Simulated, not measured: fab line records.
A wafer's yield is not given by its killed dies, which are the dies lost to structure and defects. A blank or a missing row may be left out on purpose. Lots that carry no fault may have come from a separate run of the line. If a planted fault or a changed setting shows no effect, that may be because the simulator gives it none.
Struck lot and sound lot, side by side	flow rit-cmos	14 steps out of a route of 202
Sound: these wafers, L991.1, L991.4, L991.5. Struck: wafers L106.1, L106.3, L106.4. At the end, the cause is stated.
Each step with rows lists, per side, the tool, then ch with its chambers, then its first start. Under that, the readings that differ: sound wafers	struck wafers	difference of the means	sigmas: that difference in standard deviations of wafers without a fault.
alike: words and numbers the same on both sides, and readings whose means are apart by under 2 such deviations; not compared: readings that were withheld, readings missing a value for some wafer, numbers with overlapping values and no deviation given by the record, and bounds like >300 which may hide the same value.
Wherever a step has rows on one side only, a row that says differs or no value, or a row with sigmas, the two part there. Non-overlapping numbers with no deviation appear without sigmas and do not part them. A reading that every wafer of one side lacks parts them only if that side has two wafers or more.

RIT_PLDD_STRIP_09: strips in O2, time 180 s.
  sound on plasma-asher-04 ch 0,1, day 4 12:40; struck on plasma-asher-01 ch 0,1, day 7 09:58
  alike: drypump-motor-current-A
  not compared: rf-hours-counter-h
RIT_PLDD_TW_MEAS_10:
  sound on film-metro-01, day 4 12:50; struck on film-metro-02, day 7 10:08
  alike: PLDD_TW
then, 4 steps without rows for these wafers: RIT_SPACER_CLEAN_00 (cleans in SC1, time 600 s); RIT_SPACER_CLEAN_01 (cleans in dHF, time 30 s); RIT_SPACER_CLEAN_02 (cleans in SC2, time 600 s); RIT_SPACER_CVD_03 (deposits Si3N4 from SiH2Cl2/NH3, target thk 250 nm, time 3232 s).
RIT_SPACER_THK_MEAS_04:
  sound on film-metro-03, day 4 15:11; struck on film-metro-02, day 7 12:33
  alike: SPACER_NITRIDE_THK
RIT_SPACER_ETCHBACK_05: etches Si3N4 in SF6/CHF3, stops on SiO2, target depth 250 nm, time 240 s.
  sound on rie-diel-04 ch 1,2, day 4 15:15; struck on rie-diel-02 ch 0,1,3, day 7 12:37
  alike: CHF3_flow_sccm, drypump-motor-current-A, oes-product-au, throttle-valve-pct
  not compared: rf-hours-counter-h
then, 4 steps without rows for these wafers: RIT_NSD_HMDS_00 (prime time 60 s); RIT_NSD_COAT_01 (resist thk 1000 nm); RIT_NSD_SOFTBAKE_02 (time 60 s); RIT_NSD_EXPOSE_03 (exposes mask M9, target cd 40700 nm).
RIT_NSD_PEB_04:
  sound on litho-track-04 ch 0, day 4 15:58; struck on litho-track-02, day 7 13:19
reading	sound	struck	difference	sigmas
exhaust-pa (Pa)	44.8 43.5 44.9	- - -	no value on the struck wafers	
  not compared: chill-plate-temp-C, resist-line-temp-C
then, 1 step without rows for these wafers: RIT_NSD_DEVELOP_05 (develop time 50 s).

## WHERE THEY PART
Only at RIT_NSD_PEB_04, within this record.

WHY: whatever the simulator had introduced
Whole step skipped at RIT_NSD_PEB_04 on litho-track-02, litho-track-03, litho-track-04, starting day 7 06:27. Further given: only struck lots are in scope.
